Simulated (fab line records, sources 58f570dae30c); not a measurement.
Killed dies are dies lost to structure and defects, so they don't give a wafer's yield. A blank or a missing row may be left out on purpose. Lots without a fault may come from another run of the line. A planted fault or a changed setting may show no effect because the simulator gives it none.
Which tool did it? | flow berkeley_cmos170 | 15 lots, 45 wafers sampled, at 3 steps of a route of 331

WHAT THE GAUGES READ, wafer by wafer
UCB170_PWELL_TW_MEAS_17.
lot  | measured    | on            | PWELL_TW
L258 | day 2 20:35 | film_metro-01 | 380.4 380.2 382.3
L260 | day 3 17:31 | film_metro-01 | 379.5 377.8 376.9
L262 | day 4 02:57 | film_metro-01 | 378.1 376.8 376.7
L264 | day 4 17:00 | film_metro-03 | 381.3 377.7 382.2
L265 | day 4 22:34 | film_metro-01 | 377.0 376.8 377.5
L266 | day 4 22:49 | film_metro-03 | 378.4 376.8 379.9
L268 | day 5 08:09 | film_metro-04 | 377.5 377.8 377.1
L267 | day 5 08:13 | film_metro-01 | 378.3 379.3 377.6
L269 | day 5 14:58 | film_metro-01 | 379.4 376.7 377.2
L271 | day 6 01:42 | film_metro-03 | 383.8 380.9 381.5
L272 | day 6 07:13 | film_metro-03 | 381.8 382.3 382.2
L274 | day 6 21:38 | film_metro-03 | 380.7 383.6 381.4
L276 | day 7 03:24 | film_metro-01 | 377.9 380.0 380.4
L278 | day 7 11:17 | film_metro-03 | 376.8 380.4 377.0
L279 | day 7 11:34 | film_metro-03 | 380.6 377.5 379.7

UCB170_SACOX_THK_MEAS_02.
lot  | measured    | on            | SACOX_OXIDE_THK (nm)
L258 | day 4 22:15 | film_metro-02 | 14.40 14.42 14.42
L260 | day 5 16:55 | film_metro-04 | 14.08 14.52 14.43
L262 | day 6 03:08 | film_metro-03 | 14.62 14.54 14.60
L264 | day 7 00:01 | film_metro-03 | 14.79 14.71 14.73
L265 | day 7 00:01 | film_metro-04 | 14.43 14.52 14.26
L266 | day 7 07:11 | film_metro-04 | 14.06 14.23 14.13
L268 | day 7 12:40 | film_metro-02 | 13.62 13.86 13.97
L267 | day 7 12:40 | film_metro-03 | 14.14 13.97 14.06
L269 | day 7 18:52 | film_metro-04 | 13.94 14.03 14.22
L271 | day 8 03:41 | film_metro-03 | 14.20 14.49 14.19
L272 | day 8 15:58 | film_metro-04 | 13.83 14.02 14.01
L274 | day 8 22:50 | film_metro-02 | 14.75 14.53 14.47
L276 | day 8 22:50 | film_metro-04 | 14.61 14.53 14.57
L278 | day 9 14:21 | film_metro-03 | 14.14 14.07 14.13
L279 | day 9 14:21 | film_metro-02 | 14.06 14.31 13.98

WHICH TOOL RAN EACH LOT (tool, then ch and the chambers of the sampled wafers, then the start)
lot  | UCB170_PFIELD_STRIP_08
L258 | plasma_asher-02 ch 0,1, day 4 04:47
L260 | plasma_asher-04 ch 0,1, day 4 20:32
L262 | plasma_asher-03 ch 0,1, day 5 07:45
L264 | plasma_asher-04 ch 0,1, day 6 00:13
L265 | plasma_asher-03 ch 0,1, day 6 00:29
L266 | plasma_asher-03 ch 0,1, day 6 09:58
L268 | plasma_asher-04 ch 0,1, day 6 15:27
L267 | plasma_asher-03 ch 0,1, day 6 15:08
L269 | plasma_asher-03 ch 0,1, day 6 20:56
L271 | plasma_asher-03 ch 0,1, day 7 09:52
L272 | plasma_asher-03 ch 0,1, day 7 18:14
L274 | plasma_asher-02 ch 0,1, day 8 07:40
L276 | plasma_asher-03 ch 0,1, day 8 07:23
L278 | plasma_asher-04 ch 0,1, day 9 00:44
L279 | plasma_asher-03 ch 0,1, day 9 01:01
- UCB170_PFIELD_STRIP_08: strips in O2.

WHAT THE TOOLS THEMSELVES READ (means of the sampled wafers that have a number; where no wafer has one, the mark that the record gives instead)
UCB170_PFIELD_STRIP_08.
lot  | tool            | drypump_motor_current_A (A) | oes_product_au (a.u.) | strip_time_to_endpoint_s (s)
L258 | plasma_asher-02 | 5.8                         | 0.736                 | 21.63
L260 | plasma_asher-04 | 6.5                         | 0.730                 | 21.55
L262 | plasma_asher-03 | 5.3                         | 0.733                 | 21.70
L264 | plasma_asher-04 | 6.5                         | 0.737                 | 21.61
L265 | plasma_asher-03 | 5.5                         | 0.737                 | 21.73
L266 | plasma_asher-03 | 5.3                         | 0.737                 | 21.75
L268 | plasma_asher-04 | 6.6                         | 0.735                 | 21.64
L267 | plasma_asher-03 | 5.5                         | 0.737                 | 21.76
L269 | plasma_asher-03 | 5.3                         | 0.737                 | 21.61
L271 | plasma_asher-03 | 5.5                         | 0.734                 | 21.60
L272 | plasma_asher-03 | 5.3                         | 0.734                 | 21.75
L274 | plasma_asher-02 | 5.9                         | 0.741                 | 21.68
L276 | plasma_asher-03 | 5.5                         | 0.733                 | 21.67
L278 | plasma_asher-04 | 6.5                         | 0.731                 | 21.68
L279 | plasma_asher-03 | 5.3                         | 0.733                 | 21.74

THE ANSWER, worked out from the rows above alone
Rule: what is usual is taken from the lots themselves. Put in order of their means at a reading, lots are off if they are a third of the lots or fewer, leave a main group of 4 or more, and stand apart from it by a gap of 3 or more times the standard deviation of the main group's means; of several such gaps the widest counts. A main group whose means are all the same, to the digits that the tables above print for the reading, isn't used. A lot without any number at a reading at which 4 lots or more have one is off too. The other lots that the step has rows for count as sound. The gauges are gone through in route order, then the tools' own readings, and for those a lot's mean is taken as printed above. The first step at which some lot is off is used, and at that step the reading that is off furthest; a lot without a number counts as furthest.
No lot is off at any reading shown: from this, nothing can be told.

WHAT THE SIMULATOR HAD PUT IN
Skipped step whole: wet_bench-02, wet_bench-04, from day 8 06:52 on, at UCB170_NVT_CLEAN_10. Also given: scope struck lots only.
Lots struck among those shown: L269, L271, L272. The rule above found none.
